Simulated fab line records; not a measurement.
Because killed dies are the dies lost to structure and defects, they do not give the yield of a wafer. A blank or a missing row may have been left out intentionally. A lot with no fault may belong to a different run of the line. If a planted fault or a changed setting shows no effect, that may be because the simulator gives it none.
Comparing a struck lot with a sound one    flow rit-cmos    18 steps out of a route of 202
Sound: wafers L352.1, L352.2, L352.6. Wafers struck: L363.1, L363.2, L363.3. The cause is named last.
At each step with rows: each side's tool, then ch and its chambers, then its first start. Under that, the readings that differ: sound wafers    struck wafers    difference of the means    sigmas: that difference in standard deviations of wafers without a fault.
alike: readings whose means differ by less than 2 such deviations, and words and numbers that are the same on both sides. not compared: withheld readings, readings that some wafer has no value for, bounds like >300 that may hide the same value, and numbers for which the record gives no deviation and whose values overlap.
A row with sigmas, a row that says differs or no value, or rows on one side alone: a step with any of these is where the two part. Numbers that have no deviation but don't overlap get no sigmas and don't part them. A reading that every wafer of one side lacks parts them only if that side has two wafers or more.

first, 4 steps without rows for these wafers: RIT_PSD_SOFTBAKE_02 (time 60 s); RIT_PSD_EXPOSE_03 (exposes mask M10, target cd 40900 nm); RIT_PSD_PEB_04; RIT_PSD_DEVELOP_05 (develop time 50 s).
RIT_PSD_OVL_MEAS_06:
  struck on overlay-02, day 6 08:34; sound on overlay-01, day 4 02:34
  alike: PSD_OVL
then, 2 steps without rows for these wafers: RIT_PSD_HARDBAKE_07 (time 60 s); RIT_PSD_IMPLANT_08.
RIT_PSD_STRIP_09: strips in O2, time 180 s.
  sound on plasma-asher-01 ch 0,1, day 4 03:01; struck on plasma-asher-03 ch 0,1, day 6 08:54
  alike: drypump-motor-current-A
  not compared: rf-hours-counter-h
RIT_PSD_TW_MEAS_10:
  struck on film-metro-03, day 6 09:04; sound on film-metro-04, day 4 03:11
reading  sound           struck          difference  sigmas
PSD_TW   3466 3465 3469  3395 3397 3403  -68         -2
then, 3 steps without rows for these wafers: RIT_SDANNEAL_CLEAN_00 (cleans in SC1, time 600 s); RIT_SDANNEAL_CLEAN_01 (cleans in dHF, time 30 s); RIT_SDANNEAL_CLEAN_02 (cleans in SC2, time 600 s).
RIT_SDANNEAL_RTA_03: time 5 s.
  sound on rtp-anneal-01 ch 0, day 4 03:37; struck on rtp-anneal-02 ch 0, day 6 09:30
reading           sound                 struck                difference  sigmas
wafer_temp_C_max  1052.5 1054.3 1053.5  1083.6 1087.8 1087.1  +32.7       +30
RIT_SDANNEAL_RS_MEAS_04: uses a four-point probe to measure.
  struck on film-metro-02, day 6 09:34; sound on film-metro-02, day 4 03:40
reading          sound              struck          difference  sigmas
PSD_RS (ohm/sq)  114.9 114.8 115.3  93.3 93.8 93.8  -21.4       -69
RIT_SDANNEAL_RS_MEAS_05: uses a four-point probe to measure.
  struck on film-metro-02, day 6 09:41; sound on film-metro-02, day 4 03:47
reading          sound              struck             difference  sigmas
NSD_RS (ohm/sq)  84.50 84.33 84.66  83.23 83.47 83.29  -1.17       -4
RIT_SDANNEAL_RS_MEAS_06: uses a four-point probe to measure.
  struck on film-metro-02, day 6 09:48; sound on film-metro-02, day 4 03:55
reading           sound              struck             difference  sigmas
PLDD_RS (ohm/sq)  179.3 179.9 179.8  160.3 160.2 159.8  -19.6       -39
RIT_SDANNEAL_RS_MEAS_07: uses a four-point probe to measure.
  struck on film-metro-02, day 6 09:55; sound on film-metro-02, day 4 04:02
  alike: NLDD_RS
RIT_M1_PROBE_99:
  struck on prober-01, day 6 18:00; sound on prober-01, day 4 11:40
  alike: killed-at-front-end, killed-dies, killed-on-rim, killed-open, killed-short

== WHERE THEY PART ==
Earliest at RIT_PSD_TW_MEAS_10; latest, in this record, at RIT_SDANNEAL_RS_MEAS_06. Later steps at which nothing parts them and some readings are alike: RIT_SDANNEAL_RS_MEAS_07, RIT_M1_PROBE_99.

WHY: what had been put in by the simulator
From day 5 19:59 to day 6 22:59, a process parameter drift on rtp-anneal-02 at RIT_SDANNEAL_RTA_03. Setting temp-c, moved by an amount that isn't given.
